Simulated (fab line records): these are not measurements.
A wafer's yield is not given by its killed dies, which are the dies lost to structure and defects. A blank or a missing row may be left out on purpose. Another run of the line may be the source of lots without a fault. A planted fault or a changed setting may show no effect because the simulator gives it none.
fab line records | flow rit_cmos
record: lots: 5 | wafers: 23
route steps=202 shown SDANNEAL@156 NSD@158 PLDD@159 CONTACT@168 M1@188
start_h: start of the lot's first displayed wafer, in hours after the record's first day | wait_h: hours since the lot's step before | " repeats the value in the row above | L1.1+2: a single row standing in for several wafers | - no value, or no start given | * or withheld: withheld | < > ~ a bound
route shown NAME@n: a module of which the file shows steps, and the number in the route of the first | usual: mean and standard deviation over wafers with no fault | same: alike in all rows | chamber/n: place in a boat | sites: the reading at each site | _std_site: the standard deviation of these | _edge_site: the outer-site mean with the inner-site mean subtracted | radius_mm: for every site, how far away it sits from the centre of the wafer | mask NAME#n: copy n | behind: the most recent tool/chamber to have shaped the wafer | hold: the reason the lot was held/the length of the hold in hours/how it ended | device: which transistor (n, p or np) failed to switch | end of line: at the end of the route, the tests of the same wafers | a step without rows: its recipe alone | killed: at the first sort, the dies lost to defects and structure; wafer yield is something else | map: a wafer's dies, marking killed ones x, the rest . and places with no die _
set.NAME: the run value of the setting; set.NAME@STEP: its run value at that earlier step | model.NAME: the simulator's own value behind a step, which no gauge read
lots where settings were altered on purpose, with a table for each step and a row for each wafer
== steps ==
step: RIT_SDANNEAL_RTA_03
recipe: temp_c: 1050 | time_s: 5 | idle_temp_c: 600 | ramp_up_c_per_s: 342 | ramp_down_c_per_s: 171 | cool_to_c: 600 | ambient: N2
lot.wafer      | tool          | chamber | start_h | wait_h | set.time_s
L077.1+3+4     | rtp_anneal-02 | 0       | 68.79   | 0.0    | 5
L078.1+2+4     | rtp_anneal-01 | 0       | 76.41   | 0.0    | 5
L078.5+6       | "             | 0       | "       | "      | 5.574
L079.1+2+3+4+6 | rtp_anneal-02 | 0       | 78.33   | 0.0    | 5
L083.2+4+6     | rtp_anneal-02 | 0       | 100.47  | 0.0    | 5
L083.3+5       | "             | 0       | "       | "      | 4.785
L084.1+2+3     | rtp_anneal-01 | 0       | 104.49  | 0.0    | 5.469
L084.5+6       | "             | 0       | "       | "      | 5
step: RIT_SDANNEAL_RS_MEAS_05
recipe: thk_meas_gauge: four-point-probe
usual: NSD_RS: 84.43/0.28
lot.wafer | tool          | chamber | start_h | wait_h | set.dose_cm2@NSD_IMPLANT_08 | NSD_RS[ohm/sq]
L077.1    | film_metro-02 | -       | 68.96   | 0.1    | 1e+15                       | 84.05
L077.3    | "             | -       | "       | "      | 1e+15                       | 84.01
L077.4    | "             | -       | "       | "      | 1e+15                       | 84.48
L078.1    | film_metro-04 | -       | 76.58   | 0.1    | 1e+15                       | 84.61
L078.2    | "             | -       | "       | "      | 9.326e+14                   | 89.73
L078.4    | "             | -       | "       | "      | 1e+15                       | 84.53
L078.5    | "             | -       | "       | "      | 1e+15                       | 84.48
L078.6    | "             | -       | "       | "      | 9.326e+14                   | 89.28
L079.1    | film_metro-04 | -       | 78.51   | 0.1    | 1e+15                       | 83.96
L079.2    | "             | -       | "       | "      | 1e+15                       | 83.95
L079.3    | "             | -       | "       | "      | 9.567e+14                   | 87.23
L079.4    | "             | -       | "       | "      | 1e+15                       | 84.13
L079.6    | "             | -       | "       | "      | 9.567e+14                   | 86.92
L083.2    | film_metro-01 | -       | 100.66  | 0.1    | 1.036e+15                   | 82.16
L083.3    | "             | -       | "       | "      | 1e+15                       | 84.79
L083.4    | "             | -       | "       | "      | 1e+15                       | 84.35
L083.5    | "             | -       | "       | "      | 1e+15                       | 84.23
L083.6    | "             | -       | "       | "      | 1.036e+15                   | 82.24
L084.1    | film_metro-01 | -       | 104.67  | 0.1    | 1e+15                       | 84.35
L084.2    | "             | -       | "       | "      | 1.033e+15                   | 82.38
L084.3    | "             | -       | "       | "      | 1e+15                       | 84.54
L084.5    | "             | -       | "       | "      | 1e+15                       | 84.77
L084.6    | "             | -       | "       | "      | 1.033e+15                   | 82.81
step: RIT_SDANNEAL_RS_MEAS_06
recipe: thk_meas_gauge: four-point-probe
usual: PLDD_RS: 178.8/0.52
lot.wafer | tool          | chamber | start_h | wait_h | set.dose_cm2@PLDD_IMPLANT_08 | PLDD_RS[ohm/sq]
L077.1    | film_metro-02 | -       | 69.08   | 0.1    | 9e+14                        | 178.5
L077.3    | "             | -       | "       | "      | 9e+14                        | 177.8
L077.4    | "             | -       | "       | "      | 9e+14                        | 178.6
L078.1    | film_metro-04 | -       | 76.70   | 0.1    | 9e+14                        | 178.6
L078.2    | "             | -       | "       | "      | 9e+14                        | 178.7
L078.4    | "             | -       | "       | "      | 9e+14                        | 178.1
L078.5    | "             | -       | "       | "      | 9e+14                        | 176.4
L078.6    | "             | -       | "       | "      | 9e+14                        | 176.8
L079.1    | film_metro-04 | -       | 78.63   | 0.1    | 9e+14                        | 178.9
L079.2    | "             | -       | "       | "      | 9e+14                        | 178.6
L079.3    | "             | -       | "       | "      | 8.614e+14                    | 182.9
L079.4    | "             | -       | "       | "      | 8.614e+14                    | 183.2
L079.6    | "             | -       | "       | "      | 8.614e+14                    | 183.2
L083.2    | film_metro-01 | -       | 100.78  | 0.1    | 9e+14                        | 178.3
L083.3    | "             | -       | "       | "      | 9e+14                        | 179.5
L083.4    | "             | -       | "       | "      | 9e+14                        | 179.1
L083.5    | "             | -       | "       | "      | 9e+14                        | 179.0
L083.6    | "             | -       | "       | "      | 9e+14                        | 178.8
L084.1    | film_metro-01 | -       | 104.79  | 0.1    | 9e+14                        | 178.1
L084.2    | "             | -       | "       | "      | 9.201e+14                    | 176.2
L084.3    | "             | -       | "       | "      | 9.201e+14                    | 176.6
L084.5    | "             | -       | "       | "      | 9e+14                        | 179.5
L084.6    | "             | -       | "       | "      | 9e+14                        | 179.2
step: RIT_CONTACT_CVD_00
recipe: material: SiO2 | target_thk_nm: 400 | precursor: TEOS | temp_c: 390 | time_s: 61 | rf_w: 400
lot.wafer | tool     | chamber | start_h | wait_h | set.time_s | model.SiO2_of_CONTACT_CVD_00.thk_nm
L077.1    | pecvd-02 | 0       | 69.84   | 0.1    | 61         | 388.7
L077.3    | "        | 1       | "       | "      | 61         | 394.3
L077.4    | "        | 2       | "       | "      | 61         | 401.1
L078.1    | pecvd-03 | 2       | 77.46   | 0.1    | 61         | 400.4
L078.2    | "        | 1       | "       | "      | 57.99      | 383.1
L078.4    | "        | 2       | "       | "      | 61         | 402
L078.5    | "        | 0       | "       | "      | 57.99      | 383.5
L078.6    | "        | 1       | "       | "      | 61         | 412.5
L079.1    | pecvd-04 | 1       | 79.39   | 0.1    | 68.7       | 448
L079.2    | "        | 2       | "       | "      | 61         | 401.1
L079.3    | "        | 0       | "       | "      | 61         | 398.2
L079.4    | "        | 0       | "       | "      | 61         | 402.1
L079.6    | "        | 1       | "       | "      | 68.7       | 451.7
L083.2    | pecvd-02 | 0       | 101.51  | 0.0    | 61         | 393
L083.3    | "        | 2       | "       | "      | 61         | 395.9
L083.4    | "        | 1       | "       | "      | 53.74      | 356.5
L083.5    | "        | 0       | "       | "      | 61         | 400.6
L083.6    | "        | 2       | "       | "      | 53.74      | 351.5
L084.1    | pecvd-03 | 1       | 105.55  | 0.1    | 61         | 404.6
L084.2    | "        | 2       | "       | "      | 61         | 398.5
L084.3    | "        | 0       | "       | "      | 65.43      | 426.1
L084.5    | "        | 0       | "       | "      | 65.43      | 430.8
L084.6    | "        | 2       | "       | "      | 61         | 406.5
step: RIT_CONTACT_THK_MEAS_01
recipe: reads: SiO2_of_CONTACT_CVD_00
usual: CONTACT_TEOS_THK: 402/5.1
lot.wafer | tool          | chamber | start_h | wait_h | set.time_s@CONTACT_CVD_00 | CONTACT_TEOS_THK[nm]
L077.1    | film_metro-01 | -       | 69.89   | 0.0    | 61                        | 389
L077.3    | "             | -       | "       | "      | 61                        | 394
L077.4    | "             | -       | "       | "      | 61                        | 401
L078.1    | film_metro-01 | -       | 77.51   | 0.0    | 61                        | 401
L078.2    | "             | -       | "       | "      | 57.99                     | 383
L078.4    | "             | -       | "       | "      | 61                        | 402
L078.5    | "             | -       | "       | "      | 57.99                     | 383
L078.6    | "             | -       | "       | "      | 61                        | 413
L079.1    | film_metro-02 | -       | 79.44   | 0.0    | 68.7                      | 448
L079.2    | "             | -       | "       | "      | 61                        | 401
L079.3    | "             | -       | "       | "      | 61                        | 398
L079.4    | "             | -       | "       | "      | 61                        | 402
L079.6    | "             | -       | "       | "      | 68.7                      | 452
L083.2    | film_metro-03 | -       | 101.57  | 0.0    | 61                        | 393
L083.3    | "             | -       | "       | "      | 61                        | 396
L083.4    | "             | -       | "       | "      | 53.74                     | 356
L083.5    | "             | -       | "       | "      | 61                        | 401
L083.6    | "             | -       | "       | "      | 53.74                     | 352
L084.1    | film_metro-01 | -       | 105.60  | 0.0    | 61                        | 404
L084.2    | "             | -       | "       | "      | 61                        | 399
L084.3    | "             | -       | "       | "      | 65.43                     | 426
L084.5    | "             | -       | "       | "      | 65.43                     | 431
L084.6    | "             | -       | "       | "      | 61                        | 407
step: RIT_CONTACT_ETCH_11
recipe: target_depth_a: 4800 | over_etch_frac: 0.2 | stop_on: TiSi2 | chemistry: CHF3/CF4/Ar | target: SiO2 | CHF3_flow_sccm: 50 | cf4_flow_sccm: 10 | Ar_flow_sccm: 100 | O2_flow_sccm: 5 | pressure_mtorr: 100 | rf_w: 200 | time_s: 320
lot.wafer | tool        | chamber | start_h | wait_h | set.time_s | set.time_s@CONTACT_CVD_00 | model.CONTACT.feature_depth_nm | model.etch.depth_nm
L077.1    | rie_diel-01 | 2       | 71.36   | 0.1    | 320        | 61                        | 388.7                          | 388.7
L077.3    | "           | 0       | "       | "      | 320        | 61                        | 394.3                          | 394.3
L077.4    | "           | 3       | "       | "      | 320        | 61                        | 401.1                          | 401.1
L078.1    | rie_diel-04 | 3       | 78.84   | 0.1    | 320        | 61                        | 400.4                          | 400.4
L078.2    | "           | 1       | "       | "      | 361.8      | 57.99                     | 383.1                          | 383.1
L078.4    | "           | 0       | "       | "      | 361.8      | 61                        | 402                            | 402
L078.5    | "           | 1       | "       | "      | 361.8      | 57.99                     | 383.5                          | 383.5
L078.6    | "           | 2       | "       | "      | 320        | 61                        | 412.5                          | 412.5
L079.1    | rie_diel-02 | 3       | 80.95   | 0.1    | 320        | 68.7                      | 448                            | 448
L079.2    | "           | 2       | "       | "      | 320        | 61                        | 401.1                          | 401.1
L079.3    | "           | 1       | "       | "      | 320        | 61                        | 398.2                          | 398.2
L079.4    | "           | 0       | "       | "      | 320        | 61                        | 402.1                          | 402.1
L079.6    | "           | 1       | "       | "      | 320        | 68.7                      | 451.7                          | 451.7
L083.2    | rie_diel-02 | 1       | 103.04  | 0.1    | 320        | 61                        | 393                            | 393
L083.3    | "           | 0       | "       | "      | 333.2      | 61                        | 395.9                          | 395.9
L083.4    | "           | 2       | "       | "      | 320        | 53.74                     | 356.5                          | 356.5
L083.5    | "           | 2       | "       | "      | 333.2      | 61                        | 400.6                          | 400.6
L083.6    | "           | 3       | "       | "      | 333.2      | 53.74                     | 351.5                          | 351.5
L084.1    | rie_diel-04 | 1       | 107.15  | 0.1    | 320        | 61                        | 404.6                          | 404.6
L084.2    | "           | 2       | "       | "      | 320        | 61                        | 398.5                          | 398.5
L084.3    | "           | 3       | "       | "      | 320        | 65.43                     | 426.1                          | 426.1
L084.5    | "           | 3       | "       | "      | 320        | 65.43                     | 430.8                          | 430.8
L084.6    | "           | 2       | "       | "      | 320        | 61                        | 406.5                          | 406.5
step: RIT_M1_COAT_04
recipe: resist: NOVOLAK | spin_rpm: 2000 | resist_thk_nm: 1300
lot.wafer | tool           | chamber | start_h | wait_h | set.spin_rpm | model.NOVOLAK_of_M1_COAT_04.thk_nm
L077.1    | litho_track-01 | 0       | 72.82   | 0.1    | 2000         | 1299
L077.3    | "              | 0       | "       | "      | 2000         | 1298
L077.4    | "              | 0       | "       | "      | 2000         | 1296
L078.1    | litho_track-01 | 0       | 80.31   | 0.1    | 2062         | 1282
L078.2    | "              | 0       | "       | "      | 2062         | 1286
L078.4+5  | "              | 0       | "       | "      | 2000         | 1303
L078.6    | "              | 0       | "       | "      | 2000         | 1307
L079.1+3  | litho_track-02 | 0       | 82.41   | 0.1    | 2000         | 1302
L079.2    | "              | 0       | "       | "      | 2059         | 1281
L079.4    | "              | 0       | "       | "      | 2000         | 1303
L079.6    | "              | 0       | "       | "      | 2059         | 1282
L083.2    | litho_track-01 | 0       | 104.59  | 0.1    | 1892         | 1342
L083.3    | "              | 0       | "       | "      | 1892         | 1338
L083.4    | "              | 0       | "       | "      | 2000         | 1303
L083.5    | "              | 0       | "       | "      | 2000         | 1301
L083.6    | "              | 0       | "       | "      | 1892         | 1337
L084.1    | litho_track-02 | 0       | 108.61  | 0.1    | 1863         | 1345
L084.2+5  | "              | 0       | "       | "      | 2000         | 1299
L084.3    | "              | 0       | "       | "      | 1863         | 1342
L084.6    | "              | 0       | "       | "      | 2000         | 1296
step: RIT_M1_SOFTBAKE_05
recipe: resist: NOVOLAK | temp_c: 90 | time_s: 60
step: RIT_M1_EXPOSE_06
recipe: mask_id: M12 | na: 0.6 | source_shape: conventional | sigma_outer: 0.5 | target_cd_nm: 2600 | dose_mj: 250
step: RIT_M1_HARDBAKE_11
recipe: resist: NOVOLAK | temp_c: 140 | time_s: 120
lot.wafer | tool           | chamber | start_h | wait_h | set.spin_rpm@M1_COAT_04 | model.NOVOLAK_of_M1_COAT_04.thk_nm
L077.1    | litho_track-01 | 0       | 73.71   | 0.0    | 2000                    | 1136
L077.3    | "              | 0       | "       | "      | 2000                    | 1135
L077.4    | "              | 0       | "       | "      | 2000                    | 1134
L078.1    | litho_track-01 | 0       | 81.32   | 0.0    | 2062                    | 1121
L078.2    | "              | 0       | "       | "      | 2062                    | 1125
L078.4+5  | "              | 0       | "       | "      | 2000                    | 1140
L078.6    | "              | 0       | "       | "      | 2000                    | 1143
L079.1+3  | litho_track-04 | 0       | 83.42   | 0.0    | 2000                    | 1138
L079.2    | "              | 0       | "       | "      | 2059                    | 1120
L079.4    | "              | 0       | "       | "      | 2000                    | 1139
L079.6    | "              | 0       | "       | "      | 2059                    | 1121
L083.2    | litho_track-01 | 0       | 105.62  | 0.1    | 1892                    | 1173
L083.3    | "              | 0       | "       | "      | 1892                    | 1170
L083.4    | "              | 0       | "       | "      | 2000                    | 1139
L083.5    | "              | 0       | "       | "      | 2000                    | 1138
L083.6    | "              | 0       | "       | "      | 1892                    | 1169
L084.1    | litho_track-02 | 0       | 109.62  | 0.0    | 1863                    | 1176
L084.2+5  | "              | 0       | "       | "      | 2000                    | 1136
L084.3    | "              | 0       | "       | "      | 1863                    | 1173
L084.6    | "              | 0       | "       | "      | 2000                    | 1133
step: RIT_M1_METAL_ETCH_12
recipe: stop_on: SiO2 | chemistry: Cl2/BCl3 | target: Al | time_s: 165 | over_etch_frac: 0.5 | pressure_mtorr: 100 | target_depth_a: 6000 | rf_w: 250 | Cl2_flow_sccm: 60 | bcl3_flow_sccm: 50
lot.wafer | tool         | chamber | start_h | wait_h | set.rf_w | set.time_s@CONTACT_CVD_00 | model.SiO2_of_CONTACT_CVD_00.thk_nm
L077.1    | rie_metal-03 | 1       | 73.96   | 0.2    | 250      | 61                        | 351.7
L077.3    | "            | 0       | "       | "      | 250      | 61                        | 358.2
L077.4    | "            | 1       | "       | "      | 250      | 61                        | 363.9
L078.1    | rie_metal-01 | 0       | 81.57   | 0.2    | 259.2    | 61                        | 361.9
L078.2    | "            | 1       | "       | "      | 250      | 57.99                     | 345.8
L078.4    | "            | 1       | "       | "      | 259.2    | 61                        | 363.4
L078.5    | "            | 1       | "       | "      | 250      | 57.99                     | 346
L078.6    | "            | 0       | "       | "      | 250      | 61                        | 375.6
L079.1    | rie_metal-02 | 1       | 83.67   | 0.2    | 250      | 68.7                      | 410.6
L079.2    | "            | 0       | "       | "      | 250      | 61                        | 365.7
L079.3    | "            | 1       | "       | "      | 250      | 61                        | 360.6
L079.4    | "            | 0       | "       | "      | 250      | 61                        | 366.6
L079.6    | "            | 1       | "       | "      | 250      | 68.7                      | 414
L083.2    | rie_metal-03 | 1       | 105.83  | 0.2    | 250      | 61                        | 355.7
L083.3    | "            | 1       | "       | "      | 230.6    | 61                        | 361.7
L083.4    | "            | 0       | "       | "      | 230.6    | 53.74                     | 322.6
L083.5    | "            | 0       | "       | "      | 230.6    | 61                        | 367
L083.6    | "            | 1       | "       | "      | 250      | 53.74                     | 314.2
L084.1    | rie_metal-01 | 1       | 109.87  | 0.2    | 250      | 61                        | 367.2
L084.2    | "            | 0       | "       | "      | 250      | 61                        | 361.1
L084.3    | "            | 0       | "       | "      | 275.1    | 65.43                     | 385.1
L084.5    | "            | 0       | "       | "      | 275.1    | 65.43                     | 389.9
L084.6    | "            | 1       | "       | "      | 275.1    | 61                        | 365.6
step: RIT_M1_STRIP_13
recipe: chemistry: nmp | resist: NOVOLAK | temp_c: 80 | time_s: 600 | dry: n2_spin
step: RIT_M1_STRIP_14
recipe: chemistry: O2 | time_s: 180 | platen_temp_c: withheld | power_w: 500 | pressure_mtorr: 4000 | o2_flow_sccm: 4000
step: RIT_M1_ANNEAL_15
recipe: temp_c: 450 | time_s: 1800 | ambient: forming_gas_H2N2
step: RIT_M1_PROBE_99
lot.wafer | tool      | chamber | start_h | wait_h | set.resist_thk_nm@GATE_COAT_11 | model.etest.nmos_0p15.drive_ua_um | model.etest.npoly_line.line_ohm_um
L077.1    | prober-02 | -       | 76.21   | 0.1    | 850                            | 455.4                             | 163.4
L077.3    | prober-02 | -       | 76.31   | 0.2    | 850                            | 461.1                             | 167.5
L077.4    | prober-02 | -       | 76.36   | 0.2    | 850                            | 462.1                             | 167.4
L078.1    | prober-01 | -       | 84.00   | 0.1    | 813.9                          | 506.1                             | 176.4
L078.2    | prober-01 | -       | 84.05   | 0.1    | 813.9                          | 500.1                             | 176.8
L078.4    | prober-01 | -       | 84.15   | 0.2    | 850                            | 477.6                             | 162
L078.5    | prober-01 | -       | 84.20   | 0.2    | 850                            | 480.3                             | 162
L078.6    | prober-01 | -       | 84.25   | 0.2    | 850                            | 469.8                             | 167.3
L079.1    | prober-02 | -       | 85.94   | 0.1    | 823                            | 479.2                             | 174.9
L079.2    | prober-02 | -       | 85.99   | 0.1    | 850                            | 442.3                             | 160.4
L079.3    | prober-02 | -       | 86.04   | 0.2    | 850                            | 451.8                             | 167.9
L079.4    | prober-02 | -       | 86.09   | 0.2    | 850                            | 446.7                             | 168
L079.6    | prober-02 | -       | 86.19   | 0.2    | 823                            | 474.3                             | 179.1
L083.2    | prober-02 | -       | 108.13  | 0.1    | 850                            | 469.8                             | 165.2
L083.3    | prober-02 | -       | 108.18  | 0.2    | 850                            | 463.9                             | 160.4
L083.4    | prober-02 | -       | 108.23  | 0.2    | 833.6                          | 484.5                             | 170.5
L083.5    | prober-02 | -       | 108.28  | 0.2    | 850                            | 462                               | 165.6
L083.6    | prober-02 | -       | 108.33  | 0.2    | 833.6                          | 473.4                             | 164.4
L084.1    | prober-01 | -       | 112.23  | 0.1    | 850                            | 474                               | 162
L084.2    | prober-01 | -       | 112.28  | 0.1    | 850                            | 462.1                             | 159.6
L084.3    | prober-01 | -       | 112.33  | 0.2    | 850                            | 471.1                             | 159.6
L084.5    | prober-01 | -       | 112.43  | 0.2    | 850                            | 465.3                             | 159
L084.6    | prober-01 | -       | 112.48  | 0.2    | 850                            | 463.2                             | 159.6
killed by level:class
L077.1 FOX1:geometric_particle:short=1 FOX2:geometric_particle:short=1 SPACER:geometric_particle:short=1
L077.3 FOX1:geometric_particle:short=1 GATE:geometric_particle:short=1 REOX:geometric_particle:open=1
L077.4 GATE:geometric_particle:open=3 SPACER:geometric_particle:open=2 GATE:geometric_particle:short=1
== key ==
split: step: RIT_SDANNEAL_RTA_03 | setting: time_s | stated: 5 | by: wafer
response none clear
split: step: RIT_CONTACT_CVD_00 | setting: time_s | stated: 61 | by: wafer
response: step: RIT_CONTACT_CVD_00 | reading: model.SiO2_of_CONTACT_CVD_00.thk_nm | change: +3.76 | per: 1% | r: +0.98
response: step: RIT_CONTACT_THK_MEAS_01 | reading: CONTACT_TEOS_THK | change: +3.76 | per: 1% | r: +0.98
response: step: RIT_CONTACT_ETCH_11 | reading: model.CONTACT.feature_depth_nm | change: +3.76 | per: 1% | r: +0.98
response: step: RIT_CONTACT_ETCH_11 | reading: model.etch.depth_nm | change: +3.76 | per: 1% | r: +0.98
response: step: RIT_M1_METAL_ETCH_12 | reading: model.SiO2_of_CONTACT_CVD_00.thk_nm | change: +3.67 | per: 1% | r: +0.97
split: step: RIT_CONTACT_ETCH_11 | setting: time_s | stated: 320 | by: wafer
response none clear
split: step: RIT_M1_COAT_04 | setting: spin_rpm | stated: 2000 | by: wafer
response: step: RIT_M1_COAT_04 | reading: model.NOVOLAK_of_M1_COAT_04.thk_nm | change: -6.76 | per: 1% | r: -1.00
response: step: RIT_M1_HARDBAKE_11 | reading: model.NOVOLAK_of_M1_COAT_04.thk_nm | change: -5.83 | per: 1% | r: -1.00
split: step: RIT_M1_METAL_ETCH_12 | setting: rf_w | stated: 250 | by: wafer
response none clear
split outside_this_file step=RIT_GATE_COAT_11 setting=resist_thk_nm
split outside_this_file step=RIT_PLDD_IMPLANT_08 setting=dose_cm2
split outside_this_file step=RIT_NSD_IMPLANT_08 setting=dose_cm2
split outside_this_file: this setting was split too, and the file shows its column; the key of that split is in another file
